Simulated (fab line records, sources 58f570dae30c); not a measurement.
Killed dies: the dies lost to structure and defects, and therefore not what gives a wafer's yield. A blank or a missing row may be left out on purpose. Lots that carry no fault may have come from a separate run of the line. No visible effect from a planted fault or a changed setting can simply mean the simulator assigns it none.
Split-lot trial / flow berkeley cmos170 / on a route of 331 steps: 5 lots, 23 wafers read

ABOUT THE SPLIT
At UCB170_NWELL_COAT_07 (resist thk 900 nm), the setting spin rpm was moved away from the recipe's 1500 rpm on 9 of the 23 wafers read, by -6.4% to +6.5%. This setting was run at the recipe's value on the other wafers.

No step appears in the file between the split and the reading.

THE READING
KrF_of_NWELL_COAT_07.thk nm (the simulator's own value, which no gauge read), in nm, at UCB170_NWELL_ETCH_13 (etches Si3N4 in CH3F/Ar/O2, stops on SiO2, target depth 246.4 nm, time 154 s). The file does not state a usual value for it. Across the 14 wafers here that went through the recipe, the average is 722.0 nm and the standard deviation 2.4 nm.

wafer=L076.2; tool, chamber at the split=litho track-03, 0; spin rpm as run, rpm=1451; against the recipe=-3.3%; KrF_of_NWELL_COAT_07.thk nm, nm=735.1; against lot-mates on the recipe=+16.5
wafer=L076.3; tool, chamber at the split=litho track-03, 0; spin rpm as run, rpm=1500; against the recipe=recipe; KrF_of_NWELL_COAT_07.thk nm, nm=718.9; against lot-mates on the recipe=-
wafer=L076.4; tool, chamber at the split=litho track-03, 0; spin rpm as run, rpm=1500; against the recipe=recipe; KrF_of_NWELL_COAT_07.thk nm, nm=717.7; against lot-mates on the recipe=-
wafer=L076.5; tool, chamber at the split=litho track-03, 0; spin rpm as run, rpm=1500; against the recipe=recipe; KrF_of_NWELL_COAT_07.thk nm, nm=719.2; against lot-mates on the recipe=-
wafer=L076.6; tool, chamber at the split=litho track-03, 0; spin rpm as run, rpm=1451; against the recipe=-3.3%; KrF_of_NWELL_COAT_07.thk nm, nm=736.6; against lot-mates on the recipe=+18.0
wafer=L079.2; tool, chamber at the split=litho track-02, 0; spin rpm as run, rpm=1404; against the recipe=-6.4%; KrF_of_NWELL_COAT_07.thk nm, nm=751.3; against lot-mates on the recipe=+29.9
wafer=L079.3; tool, chamber at the split=litho track-02, 0; spin rpm as run, rpm=1404; against the recipe=-6.4%; KrF_of_NWELL_COAT_07.thk nm, nm=756.7; against lot-mates on the recipe=+35.3
wafer=L079.4; tool, chamber at the split=litho track-02, 0; spin rpm as run, rpm=1500; against the recipe=recipe; KrF_of_NWELL_COAT_07.thk nm, nm=722.1; against lot-mates on the recipe=-
wafer=L079.5; tool, chamber at the split=litho track-02, 0; spin rpm as run, rpm=1500; against the recipe=recipe; KrF_of_NWELL_COAT_07.thk nm, nm=721.3; against lot-mates on the recipe=-
wafer=L079.6; tool, chamber at the split=litho track-02, 0; spin rpm as run, rpm=1500; against the recipe=recipe; KrF_of_NWELL_COAT_07.thk nm, nm=720.8; against lot-mates on the recipe=-
wafer=L082.1; tool, chamber at the split=litho track-03, 0; spin rpm as run, rpm=1500; against the recipe=recipe; KrF_of_NWELL_COAT_07.thk nm, nm=726; against lot-mates on the recipe=-
wafer=L082.3; tool, chamber at the split=litho track-03, 0; spin rpm as run, rpm=1597; against the recipe=+6.5%; KrF_of_NWELL_COAT_07.thk nm, nm=698.3; against lot-mates on the recipe=-26.3
wafer=L082.4; tool, chamber at the split=litho track-03, 0; spin rpm as run, rpm=1597; against the recipe=+6.5%; KrF_of_NWELL_COAT_07.thk nm, nm=694.9; against lot-mates on the recipe=-29.7
wafer=L082.5; tool, chamber at the split=litho track-03, 0; spin rpm as run, rpm=1500; against the recipe=recipe; KrF_of_NWELL_COAT_07.thk nm, nm=725.4; against lot-mates on the recipe=-
wafer=L082.6; tool, chamber at the split=litho track-03, 0; spin rpm as run, rpm=1500; against the recipe=recipe; KrF_of_NWELL_COAT_07.thk nm, nm=722.3; against lot-mates on the recipe=-
wafer=L083.1; tool, chamber at the split=litho track-02, 0; spin rpm as run, rpm=1442; against the recipe=-3.9%; KrF_of_NWELL_COAT_07.thk nm, nm=741.5; against lot-mates on the recipe=+17.8
wafer=L083.2; tool, chamber at the split=litho track-02, 0; spin rpm as run, rpm=1442; against the recipe=-3.9%; KrF_of_NWELL_COAT_07.thk nm, nm=739.6; against lot-mates on the recipe=+15.9
wafer=L083.3; tool, chamber at the split=litho track-02, 0; spin rpm as run, rpm=1500; against the recipe=recipe; KrF_of_NWELL_COAT_07.thk nm, nm=724.1; against lot-mates on the recipe=-
wafer=L083.4; tool, chamber at the split=litho track-02, 0; spin rpm as run, rpm=1442; against the recipe=-3.9%; KrF_of_NWELL_COAT_07.thk nm, nm=742.7; against lot-mates on the recipe=+19.0
wafer=L083.5; tool, chamber at the split=litho track-02, 0; spin rpm as run, rpm=1500; against the recipe=recipe; KrF_of_NWELL_COAT_07.thk nm, nm=723.4; against lot-mates on the recipe=-
wafer=L085.2; tool, chamber at the split=litho track-04, 0; spin rpm as run, rpm=1500; against the recipe=recipe; KrF_of_NWELL_COAT_07.thk nm, nm=721.4; against lot-mates on the recipe=-
wafer=L085.3; tool, chamber at the split=litho track-04, 0; spin rpm as run, rpm=1500; against the recipe=recipe; KrF_of_NWELL_COAT_07.thk nm, nm=721.5; against lot-mates on the recipe=-
wafer=L085.4; tool, chamber at the split=litho track-04, 0; spin rpm as run, rpm=1500; against the recipe=recipe; KrF_of_NWELL_COAT_07.thk nm, nm=724.4; against lot-mates on the recipe=-

FIT RESULTS
A straight line over all 23 wafers: KrF_of_NWELL_COAT_07.thk nm changes by -4.48 nm for each +1% of spin rpm; r = -0.98; the points scatter about the line by 2.7 nm.
The same after taking each lot's own level away (the mean of its wafers on the recipe; 23 wafers): -4.68 nm for each +1%; r = -0.99; scatter 1.8 nm.
That fit puts the effect of the largest move of spin rpm on the reading at 30 nm.
From 718.60 to 724.57 nm: that is the span of the lots' own levels, equal to 2.5 times the standard deviation above.
Consequently the slope shifts little with the lot-to-lot level, the two slopes agreeing.
Check: for one of the wafers moved furthest among these (+6.5%), held out of the fit, the line's prediction against its lot-mates is -31.2 nm. It came out at -26.3 nm against them.

THE WHOLE CHAIN: every reading that the file lists as answering this split, in the file's order
step=UCB170_NWELL_COAT_07; what it does=resist thk 900 nm; reading=KrF_of_NWELL_COAT_07.thk nm (the simulator's own value, which no gauge read); change (the file's fit)=-4.48 nm for each +1% of the setting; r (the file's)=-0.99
step=UCB170_NWELL_ETCH_13; what it does=etches Si3N4 in CH3F/Ar/O2, stops on SiO2, target depth 246.4 nm, time 154 s; reading=KrF_of_NWELL_COAT_07.thk nm (the simulator's own value, which no gauge read); change (the file's fit)=-4.74 nm for each +1% of the setting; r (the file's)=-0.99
step=UCB170_NWELL_STRIP_15; what it does=strips in O2; reading=strip time to endpoint s; change (the file's fit)=withheld for each +1% of the setting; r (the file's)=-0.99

THE FILE'S OWN FIT
KrF_of_NWELL_COAT_07.thk nm changes by -4.74 nm for each +1% of spin rpm, r = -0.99.
